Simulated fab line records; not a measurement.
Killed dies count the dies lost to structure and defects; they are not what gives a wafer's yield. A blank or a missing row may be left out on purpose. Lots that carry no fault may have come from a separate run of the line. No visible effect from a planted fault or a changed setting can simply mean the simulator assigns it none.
Which tool is to blame? :: flow berkeley cmos170 :: Sampling: 13 lots, 39 wafers, 4 of 331 route steps

== WHAT THE GAUGES SHOWED, per wafer ==
UCB170_ACTIVE_THK_MEAS_06. Usual: ACTIVE_NITRIDE_THK gives 220.6 nm (standard deviation 1.9).
lot: L452
measured: day 3 22:13
on: film metro-01
ACTIVE_NITRIDE_THK (nm): 218.7 217.9 219.1
flag: 

lot: L454
measured: day 4 23:05
on: film metro-03
ACTIVE_NITRIDE_THK (nm): 220.6 220.8 221.0
flag: 

lot: L455
measured: day 4 23:07
on: film metro-02
ACTIVE_NITRIDE_THK (nm): 221.8 220.0 220.8
flag: 

lot: L457
measured: day 5 21:18
on: film metro-03
ACTIVE_NITRIDE_THK (nm): 223.7 221.4 221.8
flag: 

lot: L460
measured: day 6 05:16
on: film metro-02
ACTIVE_NITRIDE_THK (nm): 222.2 221.6 221.8
flag: 

lot: L461
measured: day 6 05:17
on: film metro-01
ACTIVE_NITRIDE_THK (nm): 223.1 222.5 221.4
flag: 

lot: L462
measured: day 7 01:07
on: film metro-03
ACTIVE_NITRIDE_THK (nm): 219.0 222.2 220.1
flag: 

lot: L463
measured: day 7 01:08
on: film metro-01
ACTIVE_NITRIDE_THK (nm): 217.5 219.4 219.4
flag: 

lot: L465
measured: day 7 03:17
on: film metro-03
ACTIVE_NITRIDE_THK (nm): 215.2 220.4 219.4
flag: 

lot: L466
measured: day 7 23:57
on: film metro-01
ACTIVE_NITRIDE_THK (nm): 220.5 220.9 220.0
flag: 

lot: L469
measured: day 7 23:59
on: film metro-03
ACTIVE_NITRIDE_THK (nm): 218.7 218.6 219.0
flag: 

lot: L470
measured: day 8 08:31
on: film metro-03
ACTIVE_NITRIDE_THK (nm): 223.4 221.5 222.1
flag: 

lot: L474
measured: day 8 20:28
on: film metro-03
ACTIVE_NITRIDE_THK (nm): 221.3 221.0 221.6
flag: 

UCB170_M2_CD_MEAS_90: the cd target is 700 nm. Usual: cd nm 699.5 nm, standard deviation 2.3.
lot: L452
measured: day 8 00:50
on: cd sem-02
cd nm (nm): 702.4 698.7 696.9
flag: 

lot: L454
measured: day 8 10:25
on: cd sem-02
cd nm (nm): 696.8 700.5 698.4
flag: 

lot: L455
measured: day 8 11:29
on: cd sem-02
cd nm (nm): 697.5 695.8 701.9
flag: 

lot: L457
measured: day 9 08:11
on: cd sem-02
cd nm (nm): 696.0 694.9 692.9
flag: 

lot: L460
measured: day 9 17:56
on: cd sem-02
cd nm (nm): 699.0 703.9 698.6
flag: 

lot: L461
measured: day 9 18:11
on: cd sem-01
cd nm (nm): 704.5 703.9 705.1
flag: 

lot: L462
measured: day 10 14:55
on: cd sem-01
cd nm (nm): 700.8 700.3 701.7
flag: 

lot: L463
measured: day 10 15:04
on: cd sem-02
cd nm (nm): 697.8 701.6 701.0
flag: 

lot: L465
measured: day 10 14:29
on: cd sem-01
cd nm (nm): 699.6 700.7 701.1
flag: 

lot: L466
measured: day 11 15:40
on: cd sem-01
cd nm (nm): 699.0 700.4 700.2
flag: 

lot: L469
measured: day 11 15:23
on: cd sem-01
cd nm (nm): 698.9 697.6 699.6
flag: 

lot: L470
measured: day 11 20:23
on: cd sem-02
cd nm (nm): 700.7 701.0 703.1
flag: 

lot: L474
measured: day 12 05:21
on: cd sem-01
cd nm (nm): 699.9 698.1 699.0
flag: 

UCB170_M3_BOW_MEAS_20. Usual: M3_BOW gives 34 um (standard deviation 7.2).
lot: L452
measured: day 8 07:37
on: film metro-03
M3_BOW (um): 31 32 32
flag: 

lot: L454
measured: day 8 16:22
on: film metro-03
M3_BOW (um): 31 33 37
flag: 

lot: L455
measured: day 8 17:15
on: film metro-03
M3_BOW (um): 32 26 36
flag: 

lot: L457
measured: day 9 14:40
on: film metro-01
M3_BOW (um): 38 40 33
flag: 

lot: L460
measured: day 10 02:09
on: film metro-03
M3_BOW (um): 39 38 35
flag: 

lot: L461
measured: day 10 02:16
on: film metro-02
M3_BOW (um): 29 24 34
flag: 

lot: L462
measured: day 10 23:39
on: film metro-03
M3_BOW (um): 21 34 22
flag: 

lot: L463
measured: day 11 02:24
on: film metro-03
M3_BOW (um): 42 36 39
flag: 

lot: L465
measured: day 10 23:37
on: film metro-02
M3_BOW (um): 41 40 53
flag: 

lot: L466
measured: day 11 21:40
on: film metro-03
M3_BOW (um): 30 28 37
flag: 

lot: L469
measured: day 11 21:28
on: film metro-03
M3_BOW (um): 41 39 35
flag: 

lot: L470
measured: day 12 03:36
on: film metro-02
M3_BOW (um): 32 27 41
flag: 

lot: L474
measured: day 12 14:17
on: film metro-02
M3_BOW (um): 36 30 31
flag: 

== WHICH TOOL RAN EACH LOT (tool, then ch and the chambers of the sampled wafers, then the start) ==
lot: L452
UCB170_M1_SPUTTER_00: pvd sputter-02, day 7 13:17

lot: L454
UCB170_M1_SPUTTER_00: pvd sputter-03, day 7 21:11

lot: L455
UCB170_M1_SPUTTER_00: pvd sputter-04, day 7 22:42

lot: L457
UCB170_M1_SPUTTER_00: pvd sputter-02, day 8 19:01

lot: L460
UCB170_M1_SPUTTER_00: pvd sputter-04, day 9 03:54

lot: L461
UCB170_M1_SPUTTER_00: pvd sputter-02, day 9 03:38

lot: L462
UCB170_M1_SPUTTER_00: pvd sputter-04, day 10 03:14

lot: L463
UCB170_M1_SPUTTER_00: pvd sputter-02, day 10 03:14

lot: L465
UCB170_M1_SPUTTER_00: pvd sputter-03, day 10 03:14

lot: L466
UCB170_M1_SPUTTER_00: pvd sputter-03, day 11 05:02

lot: L469
UCB170_M1_SPUTTER_00: pvd sputter-03, day 11 00:09

lot: L470
UCB170_M1_SPUTTER_00: pvd sputter-04, day 11 07:44

lot: L474
UCB170_M1_SPUTTER_00: pvd sputter-03, day 11 13:46
- UCB170_M1_SPUTTER_00: material Al, target thk 600 nm, time 80 s.

== AS READ BY THE TOOLS THEMSELVES (means over the sampled wafers that have a number; for cases with no such wafer, the mark the record gives instead) ==
UCB170_M1_SPUTTER_00. Usual: throttle valve pct 30.1 %, standard deviation 0.86.
lot: L452
tool: pvd sputter-02
throttle valve pct (%): 30.4
flag: 

lot: L454
tool: pvd sputter-03
throttle valve pct (%): 30.2
flag: 

lot: L455
tool: pvd sputter-04
throttle valve pct (%): 30.1
flag: 

lot: L457
tool: pvd sputter-02
throttle valve pct (%): 29.8
flag: 

lot: L460
tool: pvd sputter-04
throttle valve pct (%): 30.5
flag: 

lot: L461
tool: pvd sputter-02
throttle valve pct (%): 29.6
flag: 

lot: L462
tool: pvd sputter-04
throttle valve pct (%): 30.6
flag: 

lot: L463
tool: pvd sputter-02
throttle valve pct (%): 30.1
flag: 

lot: L465
tool: pvd sputter-03
throttle valve pct (%): 29.6
flag: 

lot: L466
tool: pvd sputter-03
throttle valve pct (%): 30.1
flag: 

lot: L469
tool: pvd sputter-03
throttle valve pct (%): 29.8
flag: 

lot: L470
tool: pvd sputter-04
throttle valve pct (%): 30.9
flag: 

lot: L474
tool: pvd sputter-03
throttle valve pct (%): 29.8
flag: 

== THE ANSWER, worked out from the rows above alone ==
Rule: a lot is off if the mean of its wafers that have a number lies more than 3 standard deviations from the usual mean. Also off: a lot with no number at a reading for which 4 or more lots have one. Any other lot the step has rows for is counted as sound. Order of review: gauges by route order, followed by the tools' own readings, for which a lot's mean as printed above is used. The first step at which some lot is off is used, and at that step the reading that is off furthest; a lot without a number counts as furthest.
No lot is off at any reading shown: from this, nothing can be told.

== WHAT THE SIMULATOR HAD INSERTED ==
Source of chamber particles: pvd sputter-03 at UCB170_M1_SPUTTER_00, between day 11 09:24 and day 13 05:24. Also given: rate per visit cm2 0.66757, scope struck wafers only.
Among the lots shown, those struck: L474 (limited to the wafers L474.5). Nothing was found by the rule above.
